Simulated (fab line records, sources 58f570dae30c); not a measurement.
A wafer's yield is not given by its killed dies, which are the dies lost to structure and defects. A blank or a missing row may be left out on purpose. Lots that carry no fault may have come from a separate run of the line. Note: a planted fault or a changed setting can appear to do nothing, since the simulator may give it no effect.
Lot-split experiment / flow berkeley cmos170 / route with 331 steps; 5 lots, 23 wafers read

ON THE SPLIT
At UCB170_PSD_EXPOSE_03 (exposes mask PSELECT MOD, target cd 1200 nm), the setting dose mj was moved away from the recipe's 30 on 8 of the 23 wafers read, by -4.6% to +4.0%. This setting was run at the recipe's value on the other wafers.

FROM THE SPLIT TO THE READING: what the file shows between them, 2 steps
- UCB170_PSD_PEB_04
- UCB170_PSD_DEVELOP_05: develop time 45 s

THE READING
cd nm, in nm, at UCB170_PSD_CD_MEAS_06 (target cd 1200 nm). On this fab line, fault-free wafers typically give 1200.1 nm with a standard deviation of 1.5 nm.

wafer=L075.1; tool, chamber at the split=krf scanner-01, 0; dose mj as run=30; against the recipe=recipe; cd nm, nm=1202.0; against lot-mates on the recipe=-
wafer=L075.2; tool, chamber at the split=krf scanner-01, 0; dose mj as run=30; against the recipe=recipe; cd nm, nm=1200.9; against lot-mates on the recipe=-
wafer=L075.3; tool, chamber at the split=krf scanner-01, 0; dose mj as run=30; against the recipe=recipe; cd nm, nm=1201.2; against lot-mates on the recipe=-
wafer=L075.4; tool, chamber at the split=krf scanner-01, 0; dose mj as run=30; against the recipe=recipe; cd nm, nm=1201.6; against lot-mates on the recipe=-
wafer=L075.5; tool, chamber at the split=krf scanner-01, 0; dose mj as run=30; against the recipe=recipe; cd nm, nm=1201.6; against lot-mates on the recipe=-
wafer=L077.1; tool, chamber at the split=krf scanner-02, 0; dose mj as run=29.08; against the recipe=-3.1%; cd nm, nm=1192.5; against lot-mates on the recipe=-7.5
wafer=L077.2; tool, chamber at the split=krf scanner-02, 0; dose mj as run=30; against the recipe=recipe; cd nm, nm=1199.9; against lot-mates on the recipe=-
wafer=L077.4; tool, chamber at the split=krf scanner-02, 0; dose mj as run=30; against the recipe=recipe; cd nm, nm=1200.1; against lot-mates on the recipe=-
wafer=L077.5; tool, chamber at the split=krf scanner-02, 0; dose mj as run=29.08; against the recipe=-3.1%; cd nm, nm=1192.2; against lot-mates on the recipe=-7.8
wafer=L077.6; tool, chamber at the split=krf scanner-02, 0; dose mj as run=29.08; against the recipe=-3.1%; cd nm, nm=1195.5; against lot-mates on the recipe=-4.5
wafer=L078.1; tool, chamber at the split=krf scanner-01, 0; dose mj as run=30; against the recipe=recipe; cd nm, nm=1199.0; against lot-mates on the recipe=-
wafer=L078.3; tool, chamber at the split=krf scanner-01, 0; dose mj as run=30; against the recipe=recipe; cd nm, nm=1198.0; against lot-mates on the recipe=-
wafer=L078.6; tool, chamber at the split=krf scanner-01, 0; dose mj as run=30; against the recipe=recipe; cd nm, nm=1199.9; against lot-mates on the recipe=-
wafer=L081.1; tool, chamber at the split=krf scanner-01, 0; dose mj as run=30; against the recipe=recipe; cd nm, nm=1198.5; against lot-mates on the recipe=-
wafer=L081.2; tool, chamber at the split=krf scanner-01, 0; dose mj as run=31.2; against the recipe=+4.0%; cd nm, nm=1207.2; against lot-mates on the recipe=+8.3
wafer=L081.3; tool, chamber at the split=krf scanner-01, 0; dose mj as run=31.2; against the recipe=+4.0%; cd nm, nm=1205.5; against lot-mates on the recipe=+6.6
wafer=L081.5; tool, chamber at the split=krf scanner-01, 0; dose mj as run=31.2; against the recipe=+4.0%; cd nm, nm=1204.7; against lot-mates on the recipe=+5.8
wafer=L081.6; tool, chamber at the split=krf scanner-01, 0; dose mj as run=30; against the recipe=recipe; cd nm, nm=1199.3; against lot-mates on the recipe=-
wafer=L085.1; tool, chamber at the split=krf scanner-02, 0; dose mj as run=28.61; against the recipe=-4.6%; cd nm, nm=1193.0; against lot-mates on the recipe=-7.0
wafer=L085.3; tool, chamber at the split=krf scanner-02, 0; dose mj as run=30; against the recipe=recipe; cd nm, nm=1200.1; against lot-mates on the recipe=-
wafer=L085.4; tool, chamber at the split=krf scanner-02, 0; dose mj as run=30; against the recipe=recipe; cd nm, nm=1200.4; against lot-mates on the recipe=-
wafer=L085.5; tool, chamber at the split=krf scanner-02, 0; dose mj as run=28.61; against the recipe=-4.6%; cd nm, nm=1191.8; against lot-mates on the recipe=-8.2
wafer=L085.6; tool, chamber at the split=krf scanner-02, 0; dose mj as run=30; against the recipe=recipe; cd nm, nm=1199.6; against lot-mates on the recipe=-

FIT RESULTS
A straight line over all 23 wafers: cd nm changes by +1.67 nm for each +1% of dose mj; r = +0.95; the points scatter about the line by 1.3 nm.
The same after taking each lot's own level away (the mean of its wafers on the recipe; 23 wafers): +1.79 nm for each +1%; r = +0.98; scatter 0.93 nm.
Per that fit: largest dose mj move, reading shift of 8.3 nm.
The lots' own levels span 1198.90 to 1201.46 nm, that is 1.7 times the standard deviation above.
The two slopes agree, so the slope changes little with the lot-to-lot level.
Check: for one of the wafers moved furthest among these (-4.6%), held out of the fit, the line's prediction against its lot-mates is -8.78 nm. Against them it came out at -7.03 nm.

THE FILE'S OWN FIT
cd nm changes by +1.77 nm for each +1% of dose mj, r = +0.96.
